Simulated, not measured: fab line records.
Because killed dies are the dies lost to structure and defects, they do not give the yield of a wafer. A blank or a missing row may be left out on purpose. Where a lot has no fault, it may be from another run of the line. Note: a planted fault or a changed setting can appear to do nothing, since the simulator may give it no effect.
A lot that was struck, set against a sound lot    flow rit-cmos    13 out of 202 route steps
Sound: the wafers L680.1, L680.5, L680.6. Wafers L685.2, L685.3, L685.6 were the ones struck. The cause is given at the end.
Each step with rows lists, per side, the tool, then ch with its chambers, then its first start. Under that, the readings that differ: sound wafers    struck wafers    difference of the means    sigmas: that difference in standard deviations of wafers without a fault.
alike: a reading whose means differ by less than 2 such deviations, as well as words and numbers matching on both sides. not compared: withheld readings; readings where some wafer has no value; bounds like >300 that might hide an equal value; numbers whose values overlap and for which the record gives no deviation.
A row with sigmas, a row that says differs or no value, or rows on one side alone: a step with any of these is where the two part. When numbers do not overlap yet have no deviation, they are printed without sigmas and do not part them. A reading missing from all wafers of one side parts the sides only when that side holds two or more wafers.

first, 1 step without rows for these wafers: RIT_SDANNEAL_CLEAN_02 (cleans in SC2, time 600 s).
RIT_SDANNEAL_RTA_03: time 5 s.
  sound on rtp-anneal-02 ch 0, day 4 03:15; struck on rtp-anneal-01 ch 0, day 5 06:49
  alike: anneal-temp-c-max, chamber-o2-ppm, wafer_temp_C_max
RIT_SDANNEAL_RS_MEAS_04: uses a four-point probe to measure.
  sound: film-metro-04 at day 4 03:19; struck: film-metro-03 at day 5 06:56
  alike: PSD_RS
RIT_SDANNEAL_RS_MEAS_05: uses a four-point probe to measure.
  sound: film-metro-04 at day 4 03:26; struck: film-metro-03 at day 5 07:04
  alike: NSD_RS
RIT_SDANNEAL_RS_MEAS_06: uses a four-point probe to measure.
  sound: film-metro-04 at day 4 03:33; struck: film-metro-03 at day 5 07:11
  alike: PLDD_RS
RIT_SDANNEAL_RS_MEAS_07: uses a four-point probe to measure.
  sound: film-metro-04 at day 4 03:40; struck: film-metro-03 at day 5 07:18
  alike: NLDD_RS
then, 1 step without rows for these wafers: RIT_SILICIDE_WET_ETCH_00 (etches SiO2 in BOE, target depth 14 nm, time 15 s).
RIT_SILICIDE_SPUTTER_01: material Ti, target thk 30 nm, time 240 s.
  sound: pvd-sputter-04 at day 4 03:48; struck: pvd-sputter-02 at day 5 07:25
  alike: throttle-valve-pct
RIT_SILICIDE_RS_MEAS_02: uses a four-point probe to measure.
  sound: film-metro-02 at day 4 03:57; struck: film-metro-01 at day 5 07:35
  alike: SILICIDE_TI_RS
RIT_SILICIDE_THK_MEAS_03: measures by xrf.
  sound: film-metro-02 at day 4 04:04; struck: film-metro-01 at day 5 07:41
  alike: SILICIDE_TI_THK
RIT_SILICIDE_RTA_04: time 10 s, ramp up 5 s, ramp down 5 s.
  sound on rtp-anneal-01 ch 0, day 4 04:08; struck on rtp-anneal-02 ch 0, day 5 07:45
  alike: anneal-temp-c-max, chamber-o2-ppm, wafer_temp_C_max
then, 1 step without rows for these wafers: RIT_SILICIDE_WET_ETCH_05 (etches Ti in SPM, time 120 s).
RIT_SILICIDE_RTA_06: time 10 s, ramp up 5 s, ramp down 10 s.
  struck on rtp-anneal-01, day 5 07:53; sound on rtp-anneal-02 ch 0, day 4 04:15
  no value came back on the struck wafers for anneal-temp-c-max, chamber-o2-ppm, wafer_temp_C_max; on the sound wafers anneal-temp-c-max reads 755.4 754.4 755.1

## WHERE THEY PART
Within this record, at RIT_SILICIDE_RTA_06 only.

WHY: what had been put in by the simulator
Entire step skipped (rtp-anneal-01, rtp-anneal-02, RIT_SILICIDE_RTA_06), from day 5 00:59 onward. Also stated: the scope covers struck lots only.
